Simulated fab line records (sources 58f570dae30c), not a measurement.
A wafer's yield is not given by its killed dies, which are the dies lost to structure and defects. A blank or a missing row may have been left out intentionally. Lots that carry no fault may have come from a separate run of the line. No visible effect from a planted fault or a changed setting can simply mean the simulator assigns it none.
Code-filled problem report in 8D (eight disciplines) form :: flow berkeley-cmos170 :: the parts of the form that need people (team, actions taken, sign-off) are left out

1. THE ISSUE
Wafers without a fault read 0.905 a.u., standard deviation 0.016; oes-product-au at UCB170_SPACER_ETCHBACK_03 reads a mean of 0.765 a.u. on 3 wafers belonging to 2 lots. Relative to the usual mean, that is a shift of -8.8 standard deviations.
The step: etches SiO2 in CHF3/CF4/Ar, stops on Si, target depth 376 nm, time 100 s.
First observed at day 9 11:55: wafer L399.1, on rie-diel-04. The record holds 17 wafers of 6 lots with a number at this step. Rule for "out" (also "out of limits"): further than 4 standard deviations from the usual mean. The rest of the wafers with a number are treated as sound.

2. WHAT IT IS, AND WHAT IT ISN'T
question: which readings at this step
is: oes-product-au
is not: drypump-motor-current-A, throttle-valve-pct

question: which lots
is: L399, L400
is not: L388, L393, L403, L408

question: which wafers of those lots
is: L399.1, L399.5, L400.3
is not: L399.2, L400.2

question: read on which tools
is: rie-diel-04
is not: rie-diel-01, rie-diel-02

question: when
is: from day 9 11:55
is not: up to then (7 sound wafers); but 7 sound wafers of L400, L403, L408 came after

3. SUSPECTS, AND WHAT RULES EACH OUT
Counting: any tool at a process step up to the reading remains a suspect provided it ran every lot that is out. Sound lots after the first of them don't rule it out here, since some wafers of a struck lot are sound.
- pecvd-02 at UCB170_SPACER_CVD_00 (deposits SiO2 from TEOS/O2, target thk 376 nm, time 47 s): kept. It ran every lot that is out, first L399 (day 9 02:35).
- rie-diel-04 at UCB170_SPACER_ETCHBACK_03 (etches SiO2 in CHF3/CF4/Ar, stops on Si, target depth 376 nm, time 100 s): kept. Ran every lot that is out, first one L399 (day 9 11:55); last sound lot up to then L393 (day 8 03:19). On those wafers its own readings are out: oes-product-au.
- Within pecvd-02 at UCB170_SPACER_CVD_00: the wafers that are out ran in chambers 0, 1; their sound lot-mates ran in chamber 2.
- Within rie-diel-04 at UCB170_SPACER_ETCHBACK_03: the wafers that are out ran in chamber 0; their sound lot-mates ran in chambers 2, 3.
After counting, pecvd-02 at UCB170_SPACER_CVD_00 and rie-diel-04 at UCB170_SPACER_ETCHBACK_03 remain.

4. THE CAUSE (what the simulator had put in)
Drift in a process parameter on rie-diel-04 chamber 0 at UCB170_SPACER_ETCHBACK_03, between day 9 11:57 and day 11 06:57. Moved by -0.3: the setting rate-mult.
2 suspects survive the count, and this tool is in that group.

5. THE CHAIN OF EFFECTS, in route order
One row per reading whose mean, taken over the struck wafers that have a number, lies over 3 standard deviations from the usual. Only readings for which the record gives a usual standard deviation are gone through. hours: the time from each lot's start at the first step in this table that gives one to its start at this step, as a median over the lots. sigmas: the change in usual standard deviations.
hours: 0
step: UCB170_SPACER_ETCHBACK_03
reading: oes-product-au
usual: 0.905 a.u.
on struck wafers: 0.765
change: -0.140
sigmas: -8.8
The process steps in it:
- UCB170_SPACER_ETCHBACK_03: etches SiO2 in CHF3/CF4/Ar, stops on Si, target depth 376 nm, time 100 s.

6. WHAT WOULD HAVE CAUGHT IT SOONER
In this record the first reading out of limits was taken at day 9 11:55.
